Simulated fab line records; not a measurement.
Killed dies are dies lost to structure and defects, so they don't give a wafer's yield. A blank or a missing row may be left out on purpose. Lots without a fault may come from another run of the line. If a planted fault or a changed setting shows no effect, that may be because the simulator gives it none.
Split-lot trial ; flow berkeley cmos170 ; 23 wafers read from 5 lots, route of 331 steps

ON THE SPLIT
At UCB170_PSD_IMPLANT_08, the setting energy kev was moved away from the recipe's 20 on 8 of the 23 wafers read, by -2.1% to +5.7%. The other wafers ran this setting at the recipe's value.

The split's own step is where the reading is taken.

THE READING
The simulator's own value implant.drp nm, read by no gauge, in nm at UCB170_PSD_IMPLANT_08. There is no usual value for it anywhere in the file.

wafer;tool, chamber at the split;energy kev as run;against the recipe;implant.drp nm, nm;against lot-mates on the recipe
L075.1;implanter-04, 0;21.05;+5.2%;29.52;+1.18
L075.3;implanter-04, 0;21.05;+5.2%;29.52;+1.18
L075.2;implanter-04, 0;20;recipe;28.34;-
L075.4;implanter-04, 0;20;recipe;28.34;-
L075.5;implanter-04, 0;20;recipe;28.34;-
L079.1;implanter-02, 0;21.15;+5.7%;29.65;+1.31
L079.2;implanter-02, 0;21.15;+5.7%;29.65;+1.31
L079.5;implanter-02, 0;21.15;+5.7%;29.65;+1.31
L079.3;implanter-02, 0;20;recipe;28.34;-
L079.4;implanter-02, 0;20;recipe;28.34;-
L081.2;implanter-03, 0;20;recipe;28.34;-
L081.4;implanter-03, 0;20;recipe;28.34;-
L081.5;implanter-03, 0;20;recipe;28.34;-
L080.1;implanter-04, 0;20;recipe;28.34;-
L080.3;implanter-04, 0;20;recipe;28.34;-
L080.4;implanter-04, 0;20;recipe;28.34;-
L080.5;implanter-04, 0;20;recipe;28.34;-
L080.6;implanter-04, 0;20;recipe;28.34;-
L085.1;implanter-04, 0;19.57;-2.1%;27.91;-0.43
L085.2;implanter-04, 0;19.57;-2.1%;27.91;-0.43
L085.5;implanter-04, 0;19.57;-2.1%;27.91;-0.43
L085.3;implanter-04, 0;20;recipe;28.34;-
L085.4;implanter-04, 0;20;recipe;28.34;-

FIT RESULTS
A straight line over all 23 wafers: implant.drp nm changes by +0.223 nm for each +1% of energy kev; r = +1.00; the points scatter about the line by 0.018 nm.
The same after taking each lot's own level away (the mean of its wafers on the recipe; 23 wafers): +0.223 nm for each +1%; r = +1.00; scatter 0.018 nm.
On that fit, the largest move of energy kev shifts the reading by 1.3 nm.
The lots' own levels span 28.340 to 28.340 nm.
So the lot-to-lot level changes the slope little: the two slopes agree.
Check: +1.29 nm against its lot-mates is what the line predicts for one of the wafers moved furthest among these (+5.7%) when that wafer is left out of the fit. It came out at +1.31 nm against them.

THE WHOLE CHAIN: every reading that the file lists as answering this split, in the file's order
step;what it does;reading;change (the file's fit);r (the file's)
UCB170_PSD_IMPLANT_08;;implant.rp nm (the simulator's own value, which no gauge read);+0.659 nm for each +1% of the setting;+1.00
UCB170_PSD_IMPLANT_08;;implant.drp nm (the simulator's own value, which no gauge read);+0.225 nm for each +1% of the setting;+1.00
UCB170_PSD_STRIP_09;strips in O2;strip time to endpoint s;withheld for each +1% of the setting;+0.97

FILE'S OWN FIT
implant.drp nm changes by +0.225 nm for each +1% of energy kev, r = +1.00.
